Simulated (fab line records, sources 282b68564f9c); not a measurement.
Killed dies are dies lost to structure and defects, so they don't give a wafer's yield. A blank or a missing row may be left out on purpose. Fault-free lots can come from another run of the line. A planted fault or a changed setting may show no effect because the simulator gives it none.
Comparing a struck lot with a sound one -- flow rit_cmos -- 43 out of 202 route steps
Sound: these wafers, L821.2, L821.3, L821.4. Struck: wafers L833.2, L833.4, L833.5. The cause is given at the end.
Order at every step that has rows: each side's tool, ch and its chambers, its first start. Under that, the readings that differ: sound wafers -- struck wafers -- difference of the means -- sigmas: that difference in standard deviations of wafers without a fault.
alike: readings whose means differ by less than 2 such deviations, and words and numbers that are the same on both sides. not compared: withheld readings, readings that some wafer has no value for, bounds like >300 that may hide the same value, and numbers for which the record gives no deviation and whose values overlap.
Wherever a step has rows on one side only, a row that says differs or no value, or a row with sigmas, the two part there. Numbers that have no deviation but don't overlap get no sigmas and don't part them. A reading missing from all wafers of one side parts the sides only when that side holds two or more wafers.

first, 1 step without rows for these wafers: RIT_NRETRO_IMPLANT_08.
RIT_NRETRO_STRIP_09: strips in O2, time 180 s.
  sound on plasma_asher-03 ch 0,1, day 3 03:40; struck on plasma_asher-03 ch 0, day 5 21:25
  alike: drypump_motor_current_A
  not compared: rf_hours_counter_h
RIT_NRETRO_TW_MEAS_10:
  struck on film_metro-03, day 5 21:36; sound on film_metro-03, day 3 03:51
  alike: NRETRO_TW
then, 6 steps without rows for these wafers: RIT_PRETRO_HMDS_00 (prime time 60 s); RIT_PRETRO_COAT_01 (resist thk 1300 nm); RIT_PRETRO_SOFTBAKE_02 (time 60 s); RIT_PRETRO_EXPOSE_03 (exposes mask M5, target cd 43700 nm); RIT_PRETRO_PEB_04; RIT_PRETRO_DEVELOP_05 (develop time 68 s).
RIT_PRETRO_OVL_MEAS_06:
  struck on overlay-01, day 5 22:32; sound on overlay-01, day 3 04:47
  alike: PRETRO_OVL
then, 2 steps without rows for these wafers: RIT_PRETRO_HARDBAKE_07 (time 120 s); RIT_PRETRO_IMPLANT_08.
RIT_PRETRO_STRIP_09: strips in O2, time 180 s.
  sound on plasma_asher-04 ch 0,1, day 3 05:13; struck on plasma_asher-02 ch 0,1, day 5 22:58
  alike: drypump_motor_current_A
  not compared: rf_hours_counter_h
RIT_PRETRO_TW_MEAS_10:
  struck on film_metro-01, day 5 23:09; sound on film_metro-02, day 3 05:24
  alike: PRETRO_TW
then, 5 steps without rows for these wafers: RIT_GATE_WET_ETCH_00 (etches SiO2 in BOE, target depth 56 nm, time 60 s); RIT_GATE_CLEAN_01 (cleans in SC1, time 600 s); RIT_GATE_CLEAN_02 (cleans in dHF, time 30 s); RIT_GATE_CLEAN_03 (cleans in SC2, time 600 s); RIT_GATE_CLEAN_04 (cleans in dHF, time 60 s).
RIT_FOX2_THK_MEAS_91:
  struck on film_metro-01, day 5 23:50; sound on film_metro-04, day 3 06:05
  alike: FIELD_OXIDE_LEFT_2_THK
then, 2 steps without rows for these wafers: RIT_GATE_OXIDATION_05 (target thk 3 nm, ox time 270 s); RIT_GATE_ANNEAL_06 (time 600 s).
RIT_GATE_THK_MEAS_07:
  struck on film_metro-01, day 6 17:41; sound on film_metro-01, day 3 09:19
  alike: GATE_OXIDE_THK
then, 1 step without rows for these wafers: RIT_GATE_CVD_08 (deposits poly-Si from SiH4, target thk 250 nm, time 2220 s).
RIT_GATE_THK_MEAS_09:
  struck on film_metro-04, day 6 19:22; sound on film_metro-04, day 3 11:29
  alike: GATE_POLY_THK
then, 6 steps without rows for these wafers: RIT_GATE_HMDS_10 (prime time 60 s); RIT_GATE_COAT_11 (resist thk 850 nm); RIT_GATE_SOFTBAKE_12 (time 60 s); RIT_GATE_EXPOSE_13 (exposes mask M6, target cd 150 nm); RIT_GATE_PEB_14; RIT_GATE_DEVELOP_15 (develop time 50 s).
RIT_GATE_CD_MEAS_16 targets a cd of 150 nm.
  struck on cd_sem-02, day 6 20:25; sound on cd_sem-01, day 3 12:25
  alike: cd_nm
RIT_GATE_OVL_MEAS_17:
  struck on overlay-02, day 6 20:31; sound on overlay-01, day 3 12:31
  alike: GATE_OVL
then, 1 step without rows for these wafers: RIT_GATE_HARDBAKE_18 (time 60 s).
RIT_GATE_ETCH_19: etches poly-Si in SF6/CHF3/O2, stops on SiO2, time 165 s, target depth 312.5 nm.
  sound on rie_si-01 ch 0,1,2, day 3 12:41; struck on rie_si-01 ch 0,2, day 6 20:42
  alike: drypump_motor_current_A, oes_product_au, throttle_valve_pct
  not compared: rf_hours_counter_h
RIT_GATE_STRIP_20: strips in O2, time 180 s.
  sound on plasma_asher-03 ch 0,1, day 3 12:48; struck on plasma_asher-03 ch 0, day 6 20:49
  alike: drypump_motor_current_A
  not compared: rf_hours_counter_h
RIT_GATE_CD_MEAS_90 targets a cd of 150 nm.
  struck on cd_sem-02, day 6 21:01; sound on cd_sem-02, day 3 13:00
  alike: cd_nm
then, 4 steps without rows for these wafers: RIT_REOX_CLEAN_00 (cleans in SC1, time 600 s); RIT_REOX_CLEAN_01 (cleans in dHF, time 30 s); RIT_REOX_CLEAN_02 (cleans in SC2, time 600 s); RIT_REOX_OXIDATION_03 (target thk 25.2 nm, ox time 5580 s).
RIT_REOX_THK_MEAS_04:
  struck on film_metro-04, day 7 04:01; sound on film_metro-02, day 3 17:56
reading,sound,struck,difference,sigmas
REOX_OXIDE_THK (nm),23.2 23.8 23.8,26.0 26.3 25.8,+2.4,+4
RIT_M1_PROBE_99:
  struck on prober-02, day 7 21:40; sound on prober-01, day 4 10:49
reading,sound,struck,difference,sigmas
killed_at_front_end,6 2 5,26 18 31,+21,+7
killed_dies,6 3 5,26 18 31,+20,+7
killed_on_rim,0 1 2,12 6 3,+6,+4
  alike: killed_at_M0_to_M3, killed_at_contacts, killed_open, killed_short

## WHERE THEY PART
Last at RIT_M1_PROBE_99 as far as this record goes, first at RIT_REOX_THK_MEAS_04.

WHY: the cause the simulator had injected
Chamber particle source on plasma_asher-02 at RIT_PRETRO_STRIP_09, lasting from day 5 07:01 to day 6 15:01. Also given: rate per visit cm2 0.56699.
